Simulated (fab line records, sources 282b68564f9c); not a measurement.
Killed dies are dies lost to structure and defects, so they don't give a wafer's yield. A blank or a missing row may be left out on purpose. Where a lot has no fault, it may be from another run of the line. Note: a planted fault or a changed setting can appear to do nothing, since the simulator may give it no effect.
Code-filled problem report in 8D (eight disciplines) form -- flow rit-cmos -- the parts of the form that need people (team, actions taken, sign-off) are left out

## 1. PROBLEM STATEMENT
Mean of spike-tc-centre-C at RIT_FOX2_OXIDATION_00: 1112.7 C across 6 wafers in 2 lots; on wafers with no fault it is 1102.5 C (standard deviation 0.93). Relative to the usual mean, that is a shift of +11 standard deviations.
The step: target thk 350.7 nm, ox time 1130 s.
Seen first at day 4 11:19 on furnace-04, wafer L660.1. The record has a number at this step for 18 wafers belonging to 6 lots. By rule, "out" or "out of limits" means more than 4 standard deviations away from the usual mean. The other wafers with a number count as sound.

## 2. WHAT IT IS; WHAT IT IS NOT
question,is,is not
which readings at this step,"spike-tc-centre-C, spike-tc-load-C",zone-power-centre-pct
which lots,"L660, L661","L648, L656, L664, L668"
which wafers of those lots,all that have a number,-
read on which tools,furnace-04,furnace-01
when,from day 4 11:19,"up to then (6 sound wafers); but 6 sound wafers of L664, L668 came after"

## 3. SUSPECTS, AND WHAT RULES EACH OUT
Counting: a tool stays on the suspect list if, at a process step up to the reading, it processed all lots that are out and no sound lot following the first of them.
- furnace-04 at RIT_FOX2_OXIDATION_00 (target thk 350.7 nm, ox time 1130 s): kept. Every lot that is out went through it, starting with L660 (day 4 11:19), and after that it ran no sound lot; the last sound lot it ran before then is L656 (day 3 15:40). On those wafers its own readings are out: spike-tc-centre-C, spike-tc-load-C.
Left after counting: furnace-04 at RIT_FOX2_OXIDATION_00.

## 4. THE CAUSE (what the simulator had put in)
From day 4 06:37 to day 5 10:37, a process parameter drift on furnace-04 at RIT_FOX2_OXIDATION_00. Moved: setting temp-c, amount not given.
The count eliminated every tool but this one.

## 5. THE CHAIN OF EFFECTS, in route order
Each row: a reading where the mean over the struck wafers with a number is more than 3 standard deviations away from the usual. Only readings for which the record gives a usual standard deviation are gone through. hours: the time from each lot's start at the first step in this table that gives one to its start at this step, as a median over the lots. sigmas: the change in usual standard deviations.
hours,step,reading,usual,on struck wafers,change,sigmas
0,RIT_FOX2_OXIDATION_00,spike-tc-centre-C,1102.5 C,1112.7,+10.2,+11
0,RIT_FOX2_OXIDATION_00,spike-tc-load-C,1124.6 C,1135.7,+11.1,+5.1
The process steps in it:
- RIT_FOX2_OXIDATION_00: target thk 350.7 nm, ox time 1130 s.
Later steps that measure or inspect, where all struck wafers having a row at the step show a number for every such reading and not one has moved that far: RIT_FOX2_THK_MEAS_01, RIT_FOX2_THK_MEAS_90, RIT_NWELL_OVL_MEAS_06, RIT_NWELL_TW_MEAS_10, RIT_PWELL_OVL_MEAS_06, RIT_PWELL_TW_MEAS_10, RIT_WELLDRIVE_RS_MEAS_01, RIT_WELLDRIVE_RS_MEAS_02.

## 6. WHAT WOULD HAVE CAUGHT IT SOONER
In this record the first reading out of limits was taken at day 4 11:19, 5 hours after the fault began at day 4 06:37.
